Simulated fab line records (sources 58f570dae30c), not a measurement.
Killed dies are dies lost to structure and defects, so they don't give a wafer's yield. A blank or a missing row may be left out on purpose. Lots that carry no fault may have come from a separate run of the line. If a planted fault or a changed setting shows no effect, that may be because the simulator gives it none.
Which tool is to blame? | flow berkeley_cmos170 | 45 wafers from 15 lots sampled at 5 of the route's 331 steps

== WHAT THE GAUGES SHOWED, per wafer ==
UCB170_WELLDRIVE_THK_MEAS_02.
lot  | measured    | on            | WELLDRIVE_OXIDE_THK (nm)
L832 | day 4 13:17 | film_metro-03 | 191 193 195
L833 | day 4 13:22 | film_metro-04 | 206 208 205
L835 | day 4 22:23 | film_metro-03 | 201 202 204
L834 | day 4 22:26 | film_metro-04 | 201 201 201
L836 | day 5 05:56 | film_metro-03 | 203 205 205
L840 | day 5 14:07 | film_metro-03 | 196 198 197
L838 | day 5 14:08 | film_metro-04 | 204 201 200
L842 | day 5 20:36 | film_metro-02 | 201 205 201
L846 | day 6 09:02 | film_metro-03 | 203 200 207
L850 | day 7 00:30 | film_metro-03 | 196 195 196
L851 | day 7 03:29 | film_metro-02 | 204 207 203
L852 | day 7 17:37 | film_metro-02 | 197 198 198
L853 | day 7 21:20 | film_metro-03 | 196 199 197
L854 | day 7 23:53 | film_metro-02 | 205 205 205
L855 | day 8 11:15 | film_metro-03 | 204 204 201

UCB170_NSD_CD_MEAS_06 targets a cd of 1200 nm.
lot  | measured     | on        | cd_nm (nm)
L832 | day 7 19:07  | cd_sem-01 | 1198.9 1200.2 1199.1
L833 | day 7 19:03  | cd_sem-02 | 1199.6 1199.7 1200.1
L835 | day 7 18:44  | cd_sem-01 | 1202.7 1201.8 1202.3
L834 | day 7 18:01  | cd_sem-01 | 1198.9 1199.6 1198.5
L836 | day 8 01:01  | cd_sem-01 | 1201.8 1202.5 1201.3
L840 | day 9 07:04  | cd_sem-02 | 1199.9 1200.9 1199.5
L838 | day 9 07:57  | cd_sem-01 | 1200.0 1200.2 1199.4
L842 | day 9 08:04  | cd_sem-01 | 1203.6 1202.3 1202.0
L846 | day 9 23:07  | cd_sem-01 | 1202.7 1204.4 1203.9
L850 | day 10 15:52 | cd_sem-02 | - - -
L851 | day 10 14:57 | cd_sem-01 | 1201.4 1200.9 1200.9
L852 | day 11 07:07 | cd_sem-02 | - - -
L853 | day 11 06:46 | cd_sem-02 | - - -
L854 | day 11 15:22 | cd_sem-01 | 1200.3 1201.3 1200.3
L855 | day 11 22:27 | cd_sem-02 | 1200.6 1202.0 1201.8

UCB170_CONTACT_OVL_MEAS_16.
lot  | measured     | on         | CONTACT_OVL (nm)
L832 | day 8 10:13  | overlay-01 | 6 2 1
L833 | day 8 08:31  | overlay-02 | -2 1 -5
L835 | day 8 08:35  | overlay-01 | -1 0 -3
L834 | day 8 07:40  | overlay-01 | 0 -13 -12
L836 | day 8 13:34  | overlay-01 | 4 2 3
L840 | day 9 17:09  | overlay-01 | 5 1 1
L838 | day 9 17:44  | overlay-02 | -6 -5 -4
L842 | day 9 18:20  | overlay-01 | -14 -8 -11
L846 | day 10 06:19 | overlay-02 | -4 -5 4
L850 | day 11 00:24 | overlay-01 | 11 4 12
L851 | day 11 00:16 | overlay-01 | -5 0 -4
L852 | day 11 13:35 | overlay-01 | 5 0 -3
L853 | day 11 13:20 | overlay-01 | 7 8 3
L854 | day 11 22:31 | overlay-02 | -10 -8 -7
L855 | day 12 06:06 | overlay-01 | -9 -4 -12

== WHAT TOOL EACH LOT RAN ON (gives the tool, then ch and the chambers of the sampled wafers, and finally the start) ==
lot  | UCB170_PLDD_STRIP_10                 | UCB170_NSD_COAT_01
L832 | plasma_asher-04 ch 0,1, day 7 04:19  | litho_track-04 ch 0, day 7 17:29
L833 | plasma_asher-03 ch 0,1, day 7 04:05  | litho_track-02 ch 0, day 7 17:02
L835 | plasma_asher-04 ch 0,1, day 7 03:48  | litho_track-02 ch 0, day 7 16:32
L834 | plasma_asher-04 ch 0,1, day 7 03:13  | litho_track-01 ch 0, day 7 16:04
L836 | plasma_asher-04 ch 0,1, day 7 12:59  | litho_track-04 ch 0, day 8 00:07
L840 | plasma_asher-03 ch 0,1, day 8 10:01  | litho_track-04 ch 0, day 9 05:10
L838 | plasma_asher-04 ch 0,1, day 8 11:10  | litho_track-02 ch 0, day 9 05:42
L842 | plasma_asher-04 ch 0,1, day 8 10:19  | litho_track-01 ch 0, day 9 06:28
L846 | plasma_asher-03 ch 0,1, day 9 12:17  | litho_track-02 ch 0, day 9 22:07
L850 | plasma_asher-01 ch 0,1, day 10 01:50 | litho_track-04, day 10 13:57
L851 | plasma_asher-04 ch 0,1, day 10 02:06 | litho_track-04 ch 0, day 10 13:28
L852 | plasma_asher-04 ch 1, day 10 19:50   | litho_track-01, day 11 06:19
L853 | plasma_asher-01 ch 0,1, day 10 19:34 | litho_track-04, day 11 05:57
L854 | plasma_asher-04 ch 0,1, day 11 04:00 | litho_track-01 ch 0, day 11 14:06
L855 | plasma_asher-03 ch 0,1, day 11 13:15 | litho_track-01 ch 0, day 11 21:43
- UCB170_PLDD_STRIP_10: strips in O2.
- UCB170_NSD_COAT_01: resist thk 900 nm.

== WHAT THE TOOLS THEMSELVES READ (means of the sampled wafers that have a number; where no wafer has one, the mark that the record gives instead) ==
UCB170_PLDD_STRIP_10.
lot  | tool            | drypump_motor_current_A (A) | oes_product_au (a.u.) | strip_time_to_endpoint_s (s)
L832 | plasma_asher-04 | 6.5                         | 0.732                 | 22.09
L833 | plasma_asher-03 | 5.9                         | 0.727                 | 22.10
L835 | plasma_asher-04 | 6.4                         | 0.734                 | 22.08
L834 | plasma_asher-04 | 6.4                         | 0.731                 | 22.10
L836 | plasma_asher-04 | 6.5                         | 0.735                 | 22.13
L840 | plasma_asher-03 | 6.0                         | 0.738                 | 22.07
L838 | plasma_asher-04 | 6.4                         | 0.736                 | 21.99
L842 | plasma_asher-04 | 6.5                         | 0.739                 | 21.95
L846 | plasma_asher-03 | 5.9                         | 0.735                 | 22.05
L850 | plasma_asher-01 | 6.2                         | 0.733                 | 22.12
L851 | plasma_asher-04 | 6.4                         | 0.736                 | 22.11
L852 | plasma_asher-04 | 6.6                         | 0.735                 | 21.99
L853 | plasma_asher-01 | 5.9                         | 0.734                 | 22.23
L854 | plasma_asher-04 | 6.5                         | 0.732                 | 22.20
L855 | plasma_asher-03 | 6.0                         | 0.732                 | 22.04

UCB170_NSD_COAT_01.
lot  | tool           | chill_plate_temp_C (C) | dispense_pressure_kPa (kPa)
L832 | litho_track-04 | 22.99                  | 51
L833 | litho_track-02 | 22.96                  | 44
L835 | litho_track-02 | 23.02                  | 43
L834 | litho_track-01 | 22.99                  | 46
L836 | litho_track-04 | 23.07                  | 51
L840 | litho_track-04 | 22.94                  | 51
L838 | litho_track-02 | 22.98                  | 44
L842 | litho_track-01 | 22.98                  | 46
L846 | litho_track-02 | 22.96                  | 44
L850 | litho_track-04 | -                      | -
L851 | litho_track-04 | 23.00                  | 51
L852 | litho_track-01 | -                      | -
L853 | litho_track-04 | -                      | -
L854 | litho_track-01 | 23.05                  | 46
L855 | litho_track-01 | 23.08                  | 46

== THE ANSWER, worked out from the rows above alone ==
Rule: the usual values come from the lots themselves. The widest of any qualifying gaps counts: lots, ordered by their means at a reading, are off when they make up no more than a third of the lots, leave a main group of 4 or more, and stand apart from it by 3 or more times the standard deviation of that group's means. If all means in a main group match to the digits the tables above print for the reading, that group is not used. Also off: a lot with no number at a reading for which 4 or more lots have one. The other lots that the step has rows for count as sound. Order of review: gauges by route order, followed by the tools' own readings, for which a lot's mean as printed above is used. The first step at which some lot is off is used, and at that step the reading that is off furthest; a lot without a number counts as furthest.
Off at UCB170_NSD_CD_MEAS_06 (cd_nm): L850, L852, L853. Without a number there: L850, L852, L853. Main group: mean 1201.0 nm, sd 1.4.
A tool fits if, at a process step before that reading, it ran every lot that is off, and no sound lot after the first of them. Not tried: the gauges at UCB170_NSD_CD_MEAS_06; whatever is off there is also off at UCB170_NSD_COAT_01, on other tools, and gauge error can't account for it. Not one of the candidates tried fits.

== WHAT THE SIMULATOR HAD PUT IN ==
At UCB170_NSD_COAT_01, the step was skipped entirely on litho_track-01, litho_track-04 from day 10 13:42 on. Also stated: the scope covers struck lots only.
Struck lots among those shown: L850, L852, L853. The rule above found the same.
